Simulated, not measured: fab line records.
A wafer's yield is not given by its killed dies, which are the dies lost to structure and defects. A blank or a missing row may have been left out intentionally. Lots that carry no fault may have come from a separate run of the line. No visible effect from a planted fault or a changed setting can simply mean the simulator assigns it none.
What tool caused it? + flow berkeley-cmos170 + Sampling: 7 lots, 21 wafers, 4 of 331 route steps

WHAT THE GAUGES READ, wafer by wafer
UCB170_M2_CD_MEAS_90: target cd 700 nm.
| lot  | measured     | on        | cd-nm (nm)  |
|------|--------------|-----------|-------------|
| L414 | day 8 20:53  | cd-sem-02 | 697 693 695 |
| L417 | day 9 11:37  | cd-sem-01 | 696 698 698 |
| L421 | day 10 20:44 | cd-sem-01 | - - -       |
| L427 | day 11 17:23 | cd-sem-01 | 700 702 704 |
| L429 | day 12 09:04 | cd-sem-01 | 697 697 697 |
| L435 | day 13 14:14 | cd-sem-01 | 695 698 701 |
| L434 | day 13 17:23 | cd-sem-01 | 699 697 700 |

TOOL THAT RAN EACH LOT (tool first, then ch and the chambers of the sampled wafers, then the start)
| lot  | UCB170_M2_STRIP_07                   | UCB170_M2_METAL_ETCH_18           | UCB170_M2_STRIP_19                   |
|------|--------------------------------------|-----------------------------------|--------------------------------------|
| L414 | plasma-asher-02 ch 0, day 8 18:56    | rie-metal-03 ch 0,1, day 8 20:35  | plasma-asher-04 ch 0, day 8 20:46    |
| L417 | plasma-asher-03 ch 0,1, day 9 10:01  | rie-metal-01 ch 0,1, day 9 11:20  | plasma-asher-03 ch 0,1, day 9 11:31  |
| L421 | plasma-asher-04 ch 0,1, day 10 18:46 | rie-metal-03 ch 0,1, day 10 20:26 | plasma-asher-02 ch 0,1, day 10 20:38 |
| L427 | plasma-asher-04 ch 0,1, day 11 15:40 | rie-metal-04 ch 0,1, day 11 17:06 | plasma-asher-03 ch 0, day 11 17:17   |
| L429 | plasma-asher-02 ch 0,1, day 12 06:57 | rie-metal-01 ch 0, day 12 08:46   | plasma-asher-02 ch 1, day 12 08:57   |
| L435 | plasma-asher-02 ch 0,1, day 13 11:57 | rie-metal-01 ch 0,1, day 13 13:58 | plasma-asher-02 ch 0,1, day 13 14:08 |
| L434 | plasma-asher-02 ch 0,1, day 13 15:22 | rie-metal-03 ch 0,1, day 13 17:07 | plasma-asher-02 ch 0,1, day 13 17:16 |
- UCB170_M2_STRIP_07: strips in O2.
- UCB170_M2_METAL_ETCH_18: etches Al in Cl2/BCl3, stops on SiO2, target depth 1170 nm, time 195 s.
- UCB170_M2_STRIP_19: strips in O2.

THE ANSWER, worked out from the rows above alone
Rule: the usual values come from the lots themselves. The widest of any qualifying gaps counts: lots, ordered by their means at a reading, are off when they make up no more than a third of the lots, leave a main group of 4 or more, and stand apart from it by 3 or more times the standard deviation of that group's means. A main group is skipped when, at the precision printed for the reading in the tables above, its means are all equal. A lot without any number at a reading at which 4 lots or more have one is off too. Any other lot the step has rows for is counted as sound.
Off: L421, at UCB170_M2_CD_MEAS_90 (cd-nm). Without a number there: L421. The main group: mean 698 nm, standard deviation 2.1.
A tool fits if, at a process step before that reading, it ran every lot that is off, and no sound lot after the first of them. The gauges at UCB170_M2_CD_MEAS_90 are tried like those tools. Of those tried, none fits.

WHAT THE SIMULATOR PUT IN
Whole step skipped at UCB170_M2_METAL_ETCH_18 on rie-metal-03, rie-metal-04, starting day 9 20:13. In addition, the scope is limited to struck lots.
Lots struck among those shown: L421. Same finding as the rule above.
